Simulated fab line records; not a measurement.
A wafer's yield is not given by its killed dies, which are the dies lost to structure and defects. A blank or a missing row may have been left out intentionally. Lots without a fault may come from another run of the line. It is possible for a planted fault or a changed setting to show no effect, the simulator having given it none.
Which of the tools did it? | flow rit cmos | Sampling: 7 lots, 21 wafers, 2 of 202 route steps

WHAT EACH GAUGE READ, for each wafer
RIT_FOX2_THK_MEAS_91.
lot  | measured    | on            | FIELD_OXIDE_LEFT_2_THK (nm)
L605 | day 2 17:07 | film metro-02 | 246 242 251
L607 | day 2 23:11 | film metro-02 | 261 254 253
L609 | day 3 10:13 | film metro-02 | 253 255 251
L611 | day 3 18:37 | film metro-01 | 287 288 291
L614 | day 4 11:31 | film metro-02 | 245 246 246
L620 | day 5 16:33 | film metro-01 | 261 262 254
L626 | day 6 22:34 | film metro-04 | 265 263 261

WHAT TOOL EACH LOT RAN ON (gives the tool, then ch and the chambers of the sampled wafers, and finally the start)
lot  | RIT_GATE_WET_ETCH_00
L605 | wet bench-04 ch 3, day 2 16:41
L607 | wet bench-02 ch 1, day 2 22:46
L609 | wet bench-02 ch 1, day 3 09:45
L611 | wet bench-02 ch 1, day 3 18:11
L614 | wet bench-04 ch 2, day 4 11:07
L620 | wet bench-01 ch 3, day 5 16:05
L626 | wet bench-04 ch 1, day 6 22:05
- RIT_GATE_WET_ETCH_00: etches SiO2 in BOE, target depth 56 nm, time 60 s.

THE ANSWER, worked out from the rows above alone
Rule: the usual values come from the lots themselves. The widest of any qualifying gaps counts: lots, ordered by their means at a reading, are off when they make up no more than a third of the lots, leave a main group of 4 or more, and stand apart from it by 3 or more times the standard deviation of that group's means. A main group is skipped when, at the precision printed for the reading in the tables above, its means are all equal. A lot without any number at a reading at which 4 lots or more have one is off too. Any other lot the step has rows for is counted as sound.
Off: L611, at RIT_FOX2_THK_MEAS_91 (FIELD_OXIDE_LEFT_2_THK). For the main group the mean is 254 nm and the standard deviation 6.3.
A tool fits if, at a process step before that reading, it ran every lot that is off, and no sound lot after the first of them. Gauges at RIT_FOX2_THK_MEAS_91: tried the same way as those tools. One candidate fits, namely wet bench-02 at RIT_GATE_WET_ETCH_00. A fault onset in the window from L609 (day 3 09:45, its last sound lot) to L611 (day 3 18:11, its first lot off) fits.

WHAT THE SIMULATOR HAD PUT IN
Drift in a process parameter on wet bench-02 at RIT_GATE_WET_ETCH_00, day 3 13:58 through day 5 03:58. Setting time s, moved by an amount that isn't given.
Struck lots among those shown: L611. The rule above found the same.
